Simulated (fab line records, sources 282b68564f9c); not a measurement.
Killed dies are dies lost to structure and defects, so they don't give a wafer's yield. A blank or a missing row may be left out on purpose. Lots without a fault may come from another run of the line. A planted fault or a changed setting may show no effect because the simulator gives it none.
Which tool did it? | flow rit_cmos | 14 lots, 42 wafers sampled, at 2 steps of a route of 202

WHAT THE GAUGES READ, wafer by wafer
The record holds no reading of a measuring or inspecting step that can be judged against a usual standard deviation.

WHICH TOOL RAN EACH LOT (tool, then ch and the chambers of the sampled wafers, then the start)
lot  | RIT_ACTIVE_ETCH_13                | RIT_M1_PROBE_99
L637 | rie_diel-04 ch 0,2, day 1 18:20   | prober-01, day 4 05:40
L639 | rie_diel-04 ch 0,1,2, day 2 06:11 | prober-01, day 4 17:45
L640 | rie_diel-01 ch 2,3, day 2 10:31   | prober-02, day 4 19:12
L641 | rie_diel-04 ch 0,2,3, day 2 19:08 | prober-02, day 5 00:14
L644 | rie_diel-04 ch 0,3, day 3 03:31   | prober-01, day 5 05:02
L643 | rie_diel-03 ch 1,2,3, day 3 03:40 | prober-02, day 5 06:34
L645 | rie_diel-04 ch 1,2, day 3 10:13   | prober-01, day 5 09:54
L646 | rie_diel-01 ch 2,3, day 3 12:52   | prober-02, day 5 12:41
L648 | rie_diel-04 ch 2,3, day 3 23:00   | prober-02, day 5 22:55
L649 | rie_diel-03 ch 0,2,3, day 4 04:18 | prober-01, day 6 03:24
L651 | rie_diel-04 ch 1,3, day 4 13:45   | prober-01, day 6 15:37
L654 | rie_diel-01 ch 1,2,3, day 5 04:56 | prober-02, day 7 06:57
L657 | rie_diel-03 ch 0,1,3, day 5 19:33 | prober-01, day 7 16:58
L658 | rie_diel-03 ch 1,2,3, day 6 00:19 | prober-02, day 8 04:21
- RIT_ACTIVE_ETCH_13: etches Si3N4 in SF6, stops on SiO2, time 210 s, target depth 210 nm.
- RIT_M1_PROBE_99

WHAT THE TOOLS THEMSELVES READ (means of the sampled wafers that have a number; where no wafer has one, the mark that the record gives instead)
RIT_ACTIVE_ETCH_13.
lot  | tool        | drypump_motor_current_A (A) | oes_product_au (a.u.) | throttle_valve_pct (%)
L637 | rie_diel-04 | 5.2                         | 0.844                 | 7.32
L639 | rie_diel-04 | 5.5                         | 0.841                 | 7.35
L640 | rie_diel-01 | 6.3                         | 0.818                 | 7.49
L641 | rie_diel-04 | 5.6                         | 0.830                 | 7.44
L644 | rie_diel-04 | 5.9                         | 0.825                 | 7.53
L643 | rie_diel-03 | 5.9                         | 0.826                 | 7.59
L645 | rie_diel-04 | 5.8                         | 0.838                 | 7.37
L646 | rie_diel-01 | 6.3                         | 0.816                 | 7.50
L648 | rie_diel-04 | 5.7                         | 0.832                 | 7.46
L649 | rie_diel-03 | 5.7                         | 0.823                 | 7.56
L651 | rie_diel-04 | 6.1                         | 0.828                 | 7.47
L654 | rie_diel-01 | 6.1                         | 0.814                 | 7.41
L657 | rie_diel-03 | 6.0                         | 0.822                 | 7.52
L658 | rie_diel-03 | 5.9                         | 0.827                 | 7.59

RIT_M1_PROBE_99.
lot  | tool      | killed_at_M0_to_M3 | killed_at_contacts | killed_at_front_end | killed_dies | killed_open | killed_short
L637 | prober-01 | 0.0                | 0.0                | 5.3                 | 5.3         | 3.3         | 2.0
L639 | prober-01 | 0.3                | 0.0                | 6.0                 | 6.3         | 3.7         | 2.7
L640 | prober-02 | 0.0                | 0.0                | 5.0                 | 5.0         | 2.3         | 2.7
L641 | prober-02 | 0.0                | 0.0                | 7.7                 | 7.7         | 5.0         | 2.3
L644 | prober-01 | 0.0                | 0.0                | 6.3                 | 6.3         | 3.3         | 3.0
L643 | prober-02 | 0.0                | 0.0                | 9.0                 | 9.0         | 3.0         | 6.0
L645 | prober-01 | 0.0                | 0.0                | 6.3                 | 6.3         | 3.7         | 2.7
L646 | prober-02 | 0.0                | 0.3                | 5.7                 | 6.0         | 4.0         | 1.7
L648 | prober-02 | 0.0                | 0.0                | 9.0                 | 9.0         | 5.3         | 3.7
L649 | prober-01 | 0.0                | 0.0                | 6.3                 | 6.3         | 2.7         | 3.7
L651 | prober-01 | 0.0                | 0.0                | 6.7                 | 6.7         | 3.0         | 3.7
L654 | prober-02 | 0.0                | 0.0                | 12.0                | 12.0        | 8.0         | 4.0
L657 | prober-01 | 0.0                | 0.0                | 9.0                 | 9.0         | 5.0         | 4.0
L658 | prober-02 | 0.0                | 0.0                | 7.0                 | 7.0         | 5.0         | 2.0

THE ANSWER, worked out from the rows above alone
Rule: what is usual is taken from the lots themselves. Put in order of their means at a reading, lots are off if they are a third of the lots or fewer, leave a main group of 4 or more, and stand apart from it by a gap of 3 or more times the standard deviation of the main group's means; of several such gaps the widest counts. A main group whose means are all the same, to the digits that the tables above print for the reading, isn't used. A lot without any number at a reading at which 4 lots or more have one is off too. The other lots that the step has rows for count as sound. The gauges are gone through in route order, then the tools' own readings, and for those a lot's mean is taken as printed above. The first step at which some lot is off is used, and at that step the reading that is off furthest; a lot without a number counts as furthest.
No lot is off at any reading shown: from this, nothing can be told.

WHAT THE SIMULATOR HAD PUT IN
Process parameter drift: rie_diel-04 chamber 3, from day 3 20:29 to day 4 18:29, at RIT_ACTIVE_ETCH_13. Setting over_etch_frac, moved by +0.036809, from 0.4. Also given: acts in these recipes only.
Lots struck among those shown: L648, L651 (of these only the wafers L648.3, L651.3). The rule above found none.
